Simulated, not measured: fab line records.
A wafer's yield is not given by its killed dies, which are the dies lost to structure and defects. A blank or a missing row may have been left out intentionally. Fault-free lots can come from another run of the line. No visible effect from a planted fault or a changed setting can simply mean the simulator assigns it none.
fab line records -- flow ritCmos
record lots=6, wafers=18, lastDay=7
route steps=202 shown ACTIVE@1 FOX1@20 FOX2@23 M1@202
lots with no fault: from the same line, run without faults
startH: hours from the record's first day to the start of the lot's first wafer shown -- waitH: time in hours since the lot's previous step -- " repeats the value in the row above -- L1.1+2: a single row standing in for several wafers -- - no value, or no start given -- * or withheld: withheld -- < > ~ a bound
route shown NAME@n: NAME is a module with steps in the file, n the number in the route of the first one -- usual: the fault-free wafers' mean and standard deviation -- same: alike in all rows -- chamber/n: place in a boat -- sites: the reading at each site -- _std_site: standard deviation across them -- _edge_site: outer sites' mean less inner sites' -- radiusMm: for every site, how far away it sits from the centre of the wafer -- mask NAME#n: copy n -- behind: tool/chamber where the wafer was last shaped -- hold: why the lot was held/for how many hours/how that ended -- device: the transistor (n, p or np) that didn't switch -- end of line: the same wafers' tests at the end of the route -- a step without rows: its recipe alone -- killed: at the first sort, the dies lost to defects and structure; wafer yield is something else -- map: shows each die of a wafer: x if killed, . if not, _ if none is there
set.NAME: the run value of the setting; set.NAME@STEP: its run value at that earlier step -- model.NAME: the simulator's own value behind a step, which no gauge read
lots seen at some steps along the route; tables by step, rows by wafer
services: from which hour (startH, from the record's first day; less than 0 if before it) a tool's chamber was out of use, for how many hours, and why
## steps
# step RIT_ACTIVE_BOW_MEAS_00
# recipe mode=bow
# usual INCOMING_BOW=0/7.1
lot.wafer,tool,chamber,startH,waitH,INCOMING_BOW[um]
L802.1,filmMetro-04,-,10.00,-,1
L802.2,filmMetro-04,-,10.00,-,-1
L802.4,filmMetro-04,-,10.00,-,-3
L805.1,filmMetro-02,-,25.00,-,-7
L805.4,filmMetro-02,-,25.00,-,-9
L805.6,filmMetro-02,-,25.00,-,-9
L809.2,filmMetro-02,-,45.02,-,-10
L809.4,filmMetro-02,-,45.02,-,-11
L809.5,filmMetro-02,-,45.02,-,-8
L810.3,filmMetro-01,-,50.04,-,12
L810.5,filmMetro-01,-,50.04,-,2
L810.6,filmMetro-01,-,50.04,-,-1
L820.1,filmMetro-04,-,100.00,-,4
L820.2,filmMetro-04,-,100.00,-,0
L820.6,filmMetro-04,-,100.00,-,4
L824.1,filmMetro-04,-,120.00,-,2
L824.2,filmMetro-04,-,120.00,-,-4
L824.6,filmMetro-04,-,120.00,-,-9
# step RIT_ACTIVE_OXIDATION_01
# recipe tempC=1000, ambient=O2, targetThkA=468, oxTimeS=3360
# usual spikeTcCentreC=1001.9/1, spikeTcLoadC=1024/3.8, spikeTcSourceC=1023.3/1.5, tubeCenterTempC=1000/0.096, tube_center_temp_C_max=1002.5/0.34
lot.wafer,tool,chamber,startH,waitH,spikeTcCentreC,spikeTcLoadC,spikeTcSourceC,tubeCenterTempC,tube_center_temp_C_max,model.SiO2_of_ACTIVE_OXIDATION_01.thkNm
L802.1,furnace-01,0,11.09,1.1,1003.0,1028,1021.8,1000.1,1002.6,46.99
L802.2,furnace-01,0,11.09,1.1,1002.0,1028,1023.6,999.78,1002.9,47.58
L802.4,furnace-01,0,11.09,1.1,1002.8,1029,1024.5,999.96,1002.1,46.96
L805.1,furnace-04,0,26.37,1.4,1001.5,1021,1022.4,1000.1,1002.1,46.57
L805.4,furnace-04,0,26.37,1.4,1001.9,1018,1020.8,999.94,1002.1,47.47
L805.6,furnace-04,0,26.37,1.4,1002.6,1018,1021.7,999.98,1002.2,47.23
L809.2,furnace-01,0,47.04,2.0,1015.7,1043,1038.6,1015,1017.1,54.17
L809.4,furnace-01,0,47.04,2.0,1018.6,1044,1037.4,1014.9,1017.3,54.33
L809.5,furnace-01,0,47.04,2.0,1016.6,1042,1037.9,1014.9,1017.2,54.05
L810.3,furnace-01,0,53.08,3.0,1017.6,1043,1038.2,1015,1017.5,54.6
L810.5,furnace-01,0,53.08,3.0,1018.1,1046,1036.7,1015.1,1017.4,53.96
L810.6,furnace-01,0,53.08,3.0,1017.0,1044,1038.2,1015.1,1017.8,54.88
L820.1,furnace-04,0,100.95,0.9,1000.7,1021,1020.2,1000,1002.3,46.96
L820.2,furnace-04,0,100.95,0.9,1001.3,1021,1023.6,1000.1,1002.6,47.07
L820.6,furnace-04,0,100.95,0.9,1000.6,1020,1022.5,1000,1001.7,48.09
L824.1,furnace-03,0,120.67,0.7,1001.0,1021,1024.5,1000,1003.1,46.26
L824.2,furnace-03,0,120.67,0.7,1002.7,1022,1026.6,999.95,1002.3,46.64
L824.6,furnace-03,0,120.67,0.7,1002.8,1023,1026.0,999.97,1002.4,45.98
# step RIT_ACTIVE_THK_MEAS_02
# recipe reads=SiO2_of_ACTIVE_OXIDATION_01
# usual ACTIVE_OXIDE_THK=46.7/0.76
lot.wafer,tool,chamber,startH,waitH,ACTIVE_OXIDE_THK[nm]
L802.1,filmMetro-02,-,13.03,0.0,47.0
L802.2,filmMetro-02,-,13.03,0.0,47.6
L802.4,filmMetro-02,-,13.03,0.0,47.0
L805.1,filmMetro-01,-,28.31,0.0,46.6
L805.4,filmMetro-01,-,28.31,0.0,47.5
L805.6,filmMetro-01,-,28.31,0.0,47.2
L809.2,filmMetro-04,-,48.98,0.0,54.2
L809.4,filmMetro-04,-,48.98,0.0,54.3
L809.5,filmMetro-04,-,48.98,0.0,54.0
L810.3,filmMetro-02,-,55.04,0.0,54.6
L810.5,filmMetro-02,-,55.04,0.0,54.0
L810.6,filmMetro-02,-,55.04,0.0,54.9
L820.1,filmMetro-01,-,102.89,0.0,47.0
L820.2,filmMetro-01,-,102.89,0.0,47.1
L820.6,filmMetro-01,-,102.89,0.0,48.1
L824.1,filmMetro-04,-,122.61,0.0,46.2
L824.2,filmMetro-04,-,122.61,0.0,46.6
L824.6,filmMetro-04,-,122.61,0.0,46.0
# step RIT_ACTIVE_CVD_03
# recipe material=Si3N4, targetThkNm=150, tempC=810, precursor=SiH2Cl2/NH3, timeS=1500, pressureMtorr=300, sih2cl2FlowSccm=60, nh3FlowSccm=150
# step RIT_ACTIVE_THK_MEAS_04
# recipe reads=Si3N4_of_ACTIVE_CVD_03
# usual ACTIVE_NITRIDE_THK=149.5/1.6
lot.wafer,tool,chamber,startH,waitH,ACTIVE_NITRIDE_THK[nm]
L802.1,filmMetro-01,-,14.50,0.0,147.8
L802.2,filmMetro-01,-,14.50,0.0,148.0
L802.4,filmMetro-01,-,14.50,0.0,148.8
L805.1,filmMetro-04,-,30.49,0.0,151.5
L805.4,filmMetro-04,-,30.49,0.0,150.3
L805.6,filmMetro-04,-,30.49,0.0,151.0
L809.2,filmMetro-01,-,51.17,0.0,149.6
L809.4,filmMetro-01,-,51.17,0.0,146.7
L809.5,filmMetro-01,-,51.17,0.0,147.4
L810.3,filmMetro-01,-,57.22,0.0,148.8
L810.5,filmMetro-01,-,57.22,0.0,149.8
L810.6,filmMetro-01,-,57.22,0.0,149.1
L820.1,filmMetro-01,-,104.36,0.0,150.5
L820.2,filmMetro-01,-,104.36,0.0,151.1
L820.6,filmMetro-01,-,104.36,0.0,150.9
L824.1,filmMetro-01,-,124.08,0.0,149.0
L824.2,filmMetro-01,-,124.08,0.0,149.6
L824.6,filmMetro-01,-,124.08,0.0,148.1
# step RIT_ACTIVE_HMDS_05
# recipe primeTimeS=60, primeTempC=140
# step RIT_ACTIVE_COAT_06
# recipe resist=NOVOLAK, spinRpm=3250, resistThkNm=1000
# step RIT_ACTIVE_SOFTBAKE_07
# recipe resist=NOVOLAK, tempC=90, timeS=60
# step RIT_ACTIVE_EXPOSE_08
# recipe maskId=M1, na=0.6, sourceShape=conventional, sigmaOuter=0.6, targetCdNm=1400, doseMj=225
# step RIT_ACTIVE_PEB_09
# recipe resist=NOVOLAK, tempC=withheld, timeS=withheld
# step RIT_ACTIVE_DEVELOP_10
# recipe resist=NOVOLAK, developTimeS=50, devTempC=23
# step RIT_ACTIVE_CD_MEAS_11
# recipe targetCdNm=1400
# usual cdNm=1399.7/1.8
lot.wafer,tool,chamber,startH,waitH,cdNm
L802.1,cdSem-02,-,15.65,-,1401.1
L802.2,cdSem-02,-,15.65,-,1400.7
L802.4,cdSem-02,-,15.65,-,1401.5
L805.1,cdSem-02,-,31.53,-,1399.8
L805.4,cdSem-02,-,31.53,-,1401.2
L805.6,cdSem-02,-,31.53,-,1399.9
L809.2,cdSem-02,-,52.09,-,1398.1
L809.4,cdSem-02,-,52.09,-,1398.9
L809.5,cdSem-02,-,52.09,-,1396.1
L810.3,cdSem-01,-,58.28,-,1396.1
L810.5,cdSem-01,-,58.28,-,1395.1
L810.6,cdSem-01,-,58.28,-,1397.2
L820.1,cdSem-01,-,105.40,-,1398.3
L820.2,cdSem-01,-,105.40,-,1400.7
L820.6,cdSem-01,-,105.40,-,1398.3
L824.1,cdSem-02,-,125.12,-,1399.5
L824.2,cdSem-02,-,125.12,-,1397.3
L824.6,cdSem-02,-,125.12,-,1398.4
# step RIT_ACTIVE_HARDBAKE_12
# recipe resist=NOVOLAK, tempC=140, timeS=60
# step RIT_ACTIVE_ETCH_13
# recipe stopOn=SiO2, chemistry=SF6, target=Si3N4, timeS=210, overEtchFrac=0.4, SF6_flow_sccm=200, pressureMtorr=260, rfW=125, targetDepthA=2100
# usual SF6_flow_sccm=200.1/0.58, drypumpMotorCurrentA=5.4/0.45, oesProductAu=0.816/0.017, rfFwdPowerW=124.6/0.4, throttleValvePct=7.48/0.098
lot.wafer,tool,chamber,startH,waitH,SF6_flow_sccm,drypumpMotorCurrentA,oesProductAu,rfFwdPowerW,rfHoursCounterH,throttleValvePct
L802.1,rieDiel-02,1,15.92,0.1,200.7,5.9,0.795,124.8,13,7.51
L802.2,rieDiel-02,3,15.92,0.1,200.0,6.1,0.825,124.2,38,7.49
L802.4,rieDiel-02,2,15.92,0.1,200.0,6.3,0.822,124.8,80,7.32
L805.1,rieDiel-01,1,31.80,0.1,201.3,5.6,0.818,124.6,114,7.49
L805.4,rieDiel-01,0,31.80,0.1,200.4,5.2,0.842,124.5,8,7.46
L805.6,rieDiel-01,2,31.80,0.1,200.0,4.8,0.817,123.7,-,7.53
L809.2,rieDiel-03,2,52.34,0.1,200.1,4.7,0.843,124.7,123,7.36
L809.4,rieDiel-03,1,52.34,0.1,200.5,5.5,0.826,124.4,94,7.33
L809.5,rieDiel-03,1,52.34,0.1,200.5,5.5,0.826,124.3,-,7.32
L810.3,rieDiel-03,0,58.51,0.1,200.2,5.8,0.798,124.1,74,7.57
L810.5,rieDiel-03,3,58.51,0.1,201.0,5.1,0.804,124.7,-,7.50
L810.6,rieDiel-03,2,58.51,0.1,200.9,4.7,0.835,124.4,-,7.36
L820.1,rieDiel-01,0,105.79,0.1,199.6,5.2,0.841,124.7,10,7.44
L820.2,rieDiel-01,1,105.79,0.1,200.2,5.6,0.811,124.2,116,7.50
L820.6,rieDiel-01,1,105.79,0.1,200.5,5.6,0.812,125.0,-,7.49
L824.1,rieDiel-02,0,125.44,0.1,200.8,5.8,0.799,124.0,130,7.75
L824.2,rieDiel-02,3,125.44,0.1,199.1,6.1,0.833,124.7,41,7.51
L824.6,rieDiel-02,0,125.44,0.1,200.1,5.8,0.790,124.7,-,7.75
# step RIT_ACTIVE_STRIP_14
# recipe chemistry=O2, timeS=180, resist=NOVOLAK, platenTempC=withheld, powerW=500, pressureMtorr=4000, o2FlowSccm=4000
# usual drypumpMotorCurrentA=5.7/0.52, rfReflPowerW=8.1/1.5
lot.wafer,tool,chamber,startH,waitH,drypumpMotorCurrentA,rfHoursCounterH,rfReflPowerW
L802.1,plasmaAsher-03,0,16.05,0.1,6.4,35,6.8
L802.2,plasmaAsher-03,1,16.05,0.1,6.4,35,6.2
L802.4,plasmaAsher-03,1,16.05,0.1,6.4,-,6.0
L805.1,plasmaAsher-04,1,31.93,0.1,5.0,40,9.5
L805.4,plasmaAsher-04,1,31.93,0.1,5.0,-,9.4
L805.6,plasmaAsher-04,0,31.93,0.1,6.0,-,9.5
L809.2,plasmaAsher-03,0,52.47,0.1,6.4,40,6.7
L809.4,plasmaAsher-03,1,52.47,0.1,6.3,-,6.4
L809.5,plasmaAsher-03,1,52.47,0.1,6.3,-,6.4
L810.3,plasmaAsher-04,1,58.70,0.1,5.0,-,9.5
L810.5,plasmaAsher-04,1,58.70,0.1,5.0,-,9.7
L810.6,plasmaAsher-04,0,58.70,0.1,6.0,-,9.6
L820.1,plasmaAsher-03,1,105.92,0.1,6.4,46,6.3
L820.2,plasmaAsher-03,0,105.92,0.1,6.4,46,6.8
L820.6,plasmaAsher-03,0,105.92,0.1,6.3,-,6.8
L824.1,plasmaAsher-04,0,125.58,0.1,6.0,1,9.3
L824.2,plasmaAsher-04,1,125.58,0.1,5.0,1,9.5
L824.6,plasmaAsher-04,1,125.58,0.1,5.0,-,9.6
# step RIT_ACTIVE_CD_MEAS_90
# recipe targetCdNm=1400
# usual cdNm=1399.7/1.8
lot.wafer,tool,chamber,startH,waitH,cdNm
L802.1,cdSem-01,-,16.23,0.1,1401.1
L802.2,cdSem-01,-,16.23,0.1,1400.5
L802.4,cdSem-01,-,16.23,0.1,1401.6
L805.1,cdSem-02,-,32.10,0.1,1399.7
L805.4,cdSem-02,-,32.10,0.1,1400.7
L805.6,cdSem-02,-,32.10,0.1,1400.0
L809.2,cdSem-02,-,52.66,0.1,1397.6
L809.4,cdSem-02,-,52.66,0.1,1398.7
L809.5,cdSem-02,-,52.66,0.1,1396.3
L810.3,cdSem-02,-,58.86,0.1,1396.1
L810.5,cdSem-02,-,58.86,0.1,1395.2
L810.6,cdSem-02,-,58.86,0.1,1396.6
L820.1,cdSem-02,-,106.10,0.1,1398.6
L820.2,cdSem-02,-,106.10,0.1,1400.4
L820.6,cdSem-02,-,106.10,0.1,1397.9
L824.1,cdSem-02,-,125.75,0.1,1399.4
L824.2,cdSem-02,-,125.75,0.1,1397.3
L824.6,cdSem-02,-,125.75,0.1,1398.9
# step RIT_ACTIVE_CLEAN_15
# recipe chemistry=SC1, mix=3:3:50, timeS=600, tempC=75
# step RIT_ACTIVE_CLEAN_16
# recipe chemistry=dHF, dilution=50:1, timeS=30
# step RIT_ACTIVE_CLEAN_17
# recipe chemistry=SC2, mix=3:3:50, timeS=600, tempC=75, dry=n2Spin
# step RIT_FOX1_OXIDATION_00
# recipe tempC=1100, ambient=H2O, targetThkA=3507, pH2oTorr=720, oxTimeS=1130
# step RIT_FOX1_THK_MEAS_01
# recipe reads=SiO2_of_FOX1_OXIDATION_00
# usual FOX1_OXIDE_THK=351/7.4
lot.wafer,tool,chamber,startH,waitH,FOX1_OXIDE_THK[nm]
L802.1,filmMetro-04,-,21.56,0.0,365
L802.2,filmMetro-04,-,21.56,0.0,361
L802.4,filmMetro-04,-,21.56,0.0,358
L805.1,filmMetro-03,-,35.83,0.0,356
L805.4,filmMetro-03,-,35.83,0.0,362
L805.6,filmMetro-03,-,35.83,0.0,348
L809.2,filmMetro-03,-,56.34,0.0,344
L809.4,filmMetro-03,-,56.34,0.0,340
L809.5,filmMetro-03,-,56.34,0.0,348
L810.3,filmMetro-03,-,60.64,0.0,349
L810.5,filmMetro-03,-,60.64,0.0,348
L810.6,filmMetro-03,-,60.64,0.0,355
L820.1,filmMetro-01,-,109.44,0.0,336
L820.2,filmMetro-01,-,109.44,0.0,345
L820.6,filmMetro-01,-,109.44,0.0,338
L824.1,filmMetro-03,-,128.69,0.0,360
L824.2,filmMetro-03,-,128.69,0.0,357
L824.6,filmMetro-03,-,128.69,0.0,363
# step RIT_FOX1_WET_ETCH_02
# recipe chemistry=BOE, targetDepthNm=350, timeS=390, tempC=21.5, dry=n2Spin, dilution=10:1, target=SiO2
# step RIT_FOX2_OXIDATION_00
# recipe tempC=1100, ambient=H2O, targetThkA=3507, pH2oTorr=720, oxTimeS=1130
# step RIT_FOX2_THK_MEAS_01
# recipe reads=SiO2_of_FOX2_OXIDATION_00
# usual FOX2_OXIDE_THK=349/6
lot.wafer,tool,chamber,startH,waitH,FOX2_OXIDE_THK[nm]
L802.1,filmMetro-04,-,24.81,0.0,351
L802.2,filmMetro-04,-,24.81,0.0,343
L802.4,filmMetro-04,-,24.81,0.0,350
L805.1,filmMetro-02,-,39.08,0.0,352
L805.4,filmMetro-02,-,39.08,0.0,349
L805.6,filmMetro-02,-,39.08,0.0,342
L809.2,filmMetro-03,-,58.73,0.0,353
L809.4,filmMetro-03,-,58.73,0.0,354
L809.5,filmMetro-03,-,58.73,0.0,352
L810.3,filmMetro-03,-,62.13,0.0,344
L810.5,filmMetro-03,-,62.13,0.0,349
L810.6,filmMetro-03,-,62.13,0.0,345
L820.1,filmMetro-03,-,114.47,0.0,353
L820.2,filmMetro-03,-,114.47,0.0,352
L820.6,filmMetro-03,-,114.47,0.0,352
L824.1,filmMetro-04,-,131.64,0.0,342
L824.2,filmMetro-04,-,131.64,0.0,340
L824.6,filmMetro-04,-,131.64,0.0,344
# step RIT_FOX2_CLEAN_02
# recipe chemistry=dHF, dilution=50:1, timeS=180
# step RIT_FOX2_WET_ETCH_03
# recipe chemistry=H3PO4, target=Si3N4, targetDepthNm=195, tempC=165, timeS=2700
# usual bathHeatDutyPct=28.8/2.9
lot.wafer,tool,chamber,startH,waitH,bathHeatDutyPct,model.SiO2_of_ACTIVE_OXIDATION_01.thkNm
L802.1,wetBench-04,0,24.93,0.0,31.6,41.76
L802.2,wetBench-04,0,24.93,0.0,32.4,42.27
L802.4,wetBench-04,0,24.93,0.0,32.4,41.72
L805.1,wetBench-04,0,39.20,0.0,30.8,41.19
L805.4,wetBench-04,0,39.20,0.0,32.5,42.06
L805.6,wetBench-04,0,39.20,0.0,31.0,41.83
L809.2,wetBench-04,3,58.84,0.0,27.8,48.12
L809.4,wetBench-04,3,58.84,0.0,26.5,48.01
L809.5,wetBench-04,3,58.84,0.0,25.1,47.79
L810.3,wetBench-01,3,62.23,0.0,26.5,47.1
L810.5,wetBench-01,3,62.23,0.0,26.3,48.01
L810.6,wetBench-01,3,62.23,0.0,25.6,48.59
L820.1,wetBench-04,0,114.59,0.0,32.3,41.76
L820.2,wetBench-04,0,114.59,0.0,31.6,41.8
L820.6,wetBench-04,0,114.59,0.0,32.0,42.69
L824.1,wetBench-03,1,131.76,0.0,29.3,40.53
L824.2,wetBench-03,1,131.76,0.0,27.8,41.4
L824.6,wetBench-03,1,131.76,0.0,27.2,40.3
# step RIT_FOX2_THK_MEAS_90
# recipe reads=SiO2_of_FOX2_OXIDATION_00
# usual FIELD_OXIDE_LEFT_1_THK=322/6.1
lot.wafer,tool,chamber,startH,waitH,FIELD_OXIDE_LEFT_1_THK[nm]
L802.1,filmMetro-02,-,25.75,0.0,323
L802.2,filmMetro-02,-,25.75,0.0,315
L802.4,filmMetro-02,-,25.75,0.0,322
L805.1,filmMetro-03,-,39.96,0.0,324
L805.4,filmMetro-03,-,39.96,0.0,322
L805.6,filmMetro-03,-,39.96,0.0,315
L809.2,filmMetro-03,-,59.61,0.0,326
L809.4,filmMetro-03,-,59.61,0.0,327
L809.5,filmMetro-03,-,59.61,0.0,324
L810.3,filmMetro-03,-,63.00,0.0,317
L810.5,filmMetro-03,-,63.00,0.0,322
L810.6,filmMetro-03,-,63.00,0.0,318
L820.1,filmMetro-03,-,115.35,0.0,326
L820.2,filmMetro-03,-,115.35,0.0,324
L820.6,filmMetro-03,-,115.35,0.0,325
L824.1,filmMetro-03,-,132.52,0.0,315
L824.2,filmMetro-03,-,132.52,0.0,314
L824.6,filmMetro-03,-,132.52,0.0,316
# step RIT_M1_PROBE_99
# usual killed_at_M0_to_M3=0.0/0.14, killedAtContacts=0.1/0.27, killedAtFrontEnd=6.5/2.8, killedDies=6.6/2.8, killedOpen=3.5/2, killedShort=3.2/1.8
# same grossDies=264, killed_at_M4_up=0, killedAtBackSide=0, killedAtOther=0
lot.wafer,tool,chamber,startH,waitH,killed_at_M0_to_M3,killedAtContacts,killedAtFrontEnd,killedDies,killedOpen,killedShort,model.etest.nldd.widthNm,model.etest.pldd.widthNm,model.etest.pplusSal.widthNm,model.etest.nplusSal.widthNm,model.etest.nmosNarrow.driveUaUm,model.etest.pmosNarrow.driveUaUm
L802.1,prober-01,-,69.51,0.1,0,1,7,8,3,5,3159,3153,3417,3414,226.8,98.43
L802.2,prober-01,-,69.56,0.1,0,0,10,10,6,4,3138,3150,3411,3415,227.9,97.57
L802.4,prober-01,-,69.66,0.2,0,0,7,7,5,2,3158,3140,3445,3438,230.6,100
L805.1,prober-02,-,84.71,0.1,0,0,11,11,3,8,3183,3187,3426,3440,226.5,99.25
L805.4,prober-02,-,84.86,0.2,0,0,8,8,2,6,3153,3140,3439,3416,227.2,97.63
L805.6,prober-02,-,84.96,0.2,0,0,8,8,2,6,3198,3174,3454,3456,235.7,102
L809.2,prober-01,-,101.54,0.1,0,0,2,2,1,1,3091,3084,3409,3406,208,96.86
L809.4,prober-01,-,101.64,0.2,0,0,8,8,6,2,3100,3108,3410,3402,210,94.98
L809.5,prober-01,-,101.69,0.2,0,0,4,4,2,2,3090,3106,3396,3412,205.7,93.77
L810.3,prober-02,-,107.99,0.2,0,0,3,3,2,1,3091,3083,3396,3412,217.4,100.7
L810.5,prober-02,-,108.09,0.2,0,0,5,5,1,4,3102,3089,3408,3410,215.3,99.97
L810.6,prober-02,-,108.14,0.2,0,0,7,7,2,5,3080,3094,3398,3371,213.7,97.41
L820.1,prober-01,-,158.96,0.1,1,0,5,6,2,4,3182,3199,3486,3463,232.6,107.8
L820.2,prober-01,-,159.01,0.1,0,0,6,6,4,2,3185,3182,3458,3450,223.4,103.3
L820.6,prober-01,-,159.21,0.2,0,0,6,6,2,4,3162,3191,3453,3467,224.2,104.5
L824.1,prober-01,-,174.73,0.1,0,0,6,6,4,2,3185,3169,3468,3484,220.4,102.5
L824.2,prober-01,-,174.78,0.1,0,0,10,10,4,6,3186,3179,3437,3440,216.2,99.92
L824.6,prober-01,-,174.98,0.2,0,0,6,6,2,4,3171,3154,3445,3452,224.2,102.9
# killed by level:class
L802.1 GATE:geometricParticle:short=3 GATE:geometricParticle:open=2 FOX1:geometricParticle:open=1 REOX:geometricParticle:short=1 CONTACT:geometricParticle:short=1
L802.2 GATE:geometricParticle:open=4 GATE:geometricParticle:short=2 REOX:geometricParticle:open=2 REOX:geometricParticle:short=1 SPACER:geometricParticle:short=1
L802.4 FOX1:geometricParticle:open=3 GATE:geometricParticle:open=2 SPACER:geometricParticle:short=1 SILICIDE:geometricParticle:short=1
L805.1 SPACER:geometricParticle:short=3 GATE:geometricParticle:short=2 REOX:geometricParticle:open=2 FOX1:geometricParticle:short=1 FOX2:geometricParticle:short=1 REOX:geometricParticle:short=1 SPACER:geometricParticle:open=1
L805.4 SPACER:geometricParticle:short=3 FOX1:geometricParticle:short=1 FOX1:geometricParticle:open=1 REOX:geometricParticle:short=1 SPACER:geometricParticle:open=1 SILICIDE:geometricParticle:short=1
L805.6 FOX1:geometricParticle:short=2 SILICIDE:geometricParticle:short=2 GATE:geometricParticle:short=1 REOX:geometricParticle:short=1 SPACER:geometricParticle:open=1 SILICIDE:geometricParticle:open=1
L809.2 GATE:geometricParticle:short=1 GATE:geometricParticle:open=1
L809.4 SILICIDE:geometricParticle:open=3 FOX1:geometricParticle:open=1 FOX2:geometricParticle:short=1 FOX2:geometricParticle:open=1 GATE:geometricParticle:short=1 GATE:geometricParticle:open=1
L809.5 FOX1:geometricParticle:open=1 FOX2:geometricParticle:short=1 GATE:geometricParticle:short=1 GATE:geometricParticle:open=1
L810.3 GATE:geometricParticle:short=1 REOX:geometricParticle:open=1 SILICIDE:geometricParticle:open=1
L810.5 GATE:geometricParticle:short=2 FOX1:geometricParticle:short=1 GATE:geometricParticle:open=1 SPACER:geometricParticle:short=1
L810.6 FOX1:geometricParticle:short=2 REOX:geometricParticle:short=2 ACTIVE:geometricParticle:short=1 GATE:geometricParticle:open=1 REOX:geometricParticle:open=1
L820.1 GATE:geometricParticle:short=2 GATE:geometricParticle:open=1 REOX:geometricParticle:short=1 REOX:geometricParticle:open=1 M1:geometricParticle:short=1
L820.2 SPACER:geometricParticle:open=3 SILICIDE:geometricParticle:short=2 FOX1:geometricParticle:open=1
L820.6 GATE:geometricParticle:open=2 REOX:geometricParticle:short=2 SILICIDE:geometricParticle:short=2
L824.1 FOX1:geometricParticle:open=1 FOX2:geometricParticle:open=1 GATE:geometricParticle:short=1 GATE:geometricParticle:open=1 REOX:geometricParticle:open=1 SPACER:geometricParticle:short=1
L824.2 GATE:geometricParticle:open=3 FOX1:geometricParticle:short=2 GATE:geometricParticle:short=2 FOX2:geometricParticle:short=1 REOX:geometricParticle:short=1 SPACER:geometricParticle:open=1
L824.6 GATE:geometricParticle:short=3 FOX2:geometricParticle:open=2 SILICIDE:geometricParticle:short=1
## services
tool,chamber,startH,hours,kind
furnace-04,-,-12.27,1.5,pm
furnace-03,-,1.71,3.1,pm
furnace-01,-,14.34,4.0,pm
rieDiel-03,0,16.02,7.1,repair
rieDiel-01,-,17.81,1.2,repair
plasmaAsher-03,-,19.74,2.1,repair
furnace-01,-,25.38,3.6,pm
wetBench-01,-,103.50,16.0,repair
furnace-01,-,105.04,13.4,pm
plasmaAsher-04,-,108.75,9.0,pm
plasmaAsher-04,0,108.75,9.0,ventCycle
plasmaAsher-04,1,108.75,9.0,ventCycle
plasmaAsher-04,0,117.75,-,clean
plasmaAsher-04,1,117.75,-,clean
## key
firstSign step=RIT_ACTIVE_OXIDATION_01, reading=tubeCenterTempC, direction=up, sigmas=99+, usual=*, struck=*
effect step=RIT_ACTIVE_OXIDATION_01, reading=tube_center_temp_C_max, direction=up, sigmas=44, usual=*, struck=*
effect step=RIT_ACTIVE_THK_MEAS_02, reading=ACTIVE_OXIDE_THK, direction=up, sigmas=10, usual=46.7, struck=54.3
modelEffect step=RIT_ACTIVE_OXIDATION_01, value=SiO2_of_ACTIVE_OXIDATION_01.thkNm, without=47.09, struck=54.33
modelEffect step=RIT_FOX2_WET_ETCH_03, value=SiO2_of_ACTIVE_OXIDATION_01.thkNm, without=41.49, struck=47.94
modelEffect step=RIT_M1_PROBE_99, value=etest.nldd.widthNm, without=3171, struck=3092
metAt RIT_ACTIVE_OXIDATION_01
struckWafers L809.2,L809.4,L809.5,L810.3,L810.5,L810.6
testerLeftOut L809,L810
onsetBetween 11.09 47.04
fault kind=processParameterDrift, tool=furnace-01, chamber=-, onsetH=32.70, steps=RIT_ACTIVE_OXIDATION_01, channel=tempC, offset=*, shape=step, endH=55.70, actsIn=*, stated=*
# testerLeftOut: of these lots the tester's yield and bins aren't shown, on N5 and GAA mostly nor the transistor test; their killed dies are dies lost to structure and defects alone, not to doping, threshold or leakage, so they don't give the yield
